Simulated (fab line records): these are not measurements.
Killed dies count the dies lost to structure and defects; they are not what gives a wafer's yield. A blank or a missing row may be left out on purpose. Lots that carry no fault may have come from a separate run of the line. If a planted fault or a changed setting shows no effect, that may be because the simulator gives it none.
One fault through the eyes of 2 desks	flow berkeleyCmos170	numbers are kept per desk, each desk with only its own; the story behind them comes last

DESK OF THE TOOL OWNER: cmp-01
The tool's own readings at UCB170_V1_CMP_02 (polishes SiO2): means of the sampled wafers that have a number, for each lot that ran on this tool. Marked OUT: a lot whose mean sits more than 4 standard deviations from the usual mean, which makes it out of limits; the brackets give that distance.
Columns: A = headPressurePsi at UCB170_V1_CMP_02, usual 5.999 psi; B = motorCurrentA at UCB170_V1_CMP_02, usual 15.0 A; C = platenRpm at UCB170_V1_CMP_02, usual 60.00 rpm
lot	first seen here	A	B	C
L688	day 8 05:26	6.003	14.9	60.04
L697	day 9 16:40	6.003	14.8	59.95
L696	day 9 22:14	5.992	15.2	60.02
L699	day 10 07:11	5.995	15.7	60.00
This desk's finding: nothing out of limits on any of the 4 lots.

FROM THE METROLOGY DESK
What the gauges read, lot by lot, whatever tool the lot ran on: means of the sampled wafers that have a number. Marked OUT: a lot whose mean sits more than 4 standard deviations from the usual mean, which makes it out of limits; the brackets give that distance.
Columns: A = cdNm at UCB170_CONTACT_CD_MEAS_90, usual 699.5 nm; B = M1_OVL at UCB170_M1_OVL_MEAS_10, usual 2 nm; C = V1_POLISHED_THK at UCB170_V1_THK_MEAS_04, usual 999.2 nm; D = M2_AL_RS at UCB170_M2_RS_MEAS_02, usual 0.0322 ohm/sq
lot	first seen here	A	B	C	D
L685	day 7 13:55	700.4	-6	999.4	0.0318
L687	day 7 16:31	698.9	2	998.9	0.0322
L686	day 7 17:03	698.0	9	999.4	0.0318
L688	day 7 22:40	698.6	3	998.4	0.0324
L691	day 8 17:32	698.9	9	999.7	0.0326
L693	day 8 23:15	697.3	9	1001.2	0.0316
L695	day 9 10:22	701.4	10	1000.1	0.0322
L697	day 9 12:17	698.0	-5	1000.4	0.0317
L696	day 9 14:14	697.7	-2	974.0 (-21) OUT	0.0324
L699	day 10 00:09	700.3	3	974.3 (-21) OUT	0.0316
L700	day 10 03:43	699.4	-7	997.7	0.0324
L701	day 10 15:54	701.4	-2	997.9	0.0323
L706	day 11 04:13	696.7	4	1000.1	0.0317
L708	day 11 18:27	698.1	7	998.5	0.0325
Finding of this desk: L696, L699 out of limits, first seen on L696 at day 9 22:34 (V1_POLISHED_THK at UCB170_V1_THK_MEAS_04). Within limits: L685, L687, L686, L688, L691, L693, L695, L697, L700, L701, L706, L708.

TAKEN TOGETHER
The metrology desk could have raised an alarm at day 9 22:34, on L696, L699.
The desk of the tool owner found nothing out of limits.
Tool owner's desk: L696, L699 on record, inside its limits.
UCB170_V1_CMP_02 was run on cmp-01 by each of the lots named.

WHAT THE SIMULATOR PUT IN
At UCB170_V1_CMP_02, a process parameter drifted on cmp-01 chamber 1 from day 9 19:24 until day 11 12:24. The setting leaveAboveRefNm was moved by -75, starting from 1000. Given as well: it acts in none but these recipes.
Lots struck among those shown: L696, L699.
Time in hours between the start of the fault and the first out-of-limits reading at each desk: metrology desk, 3.
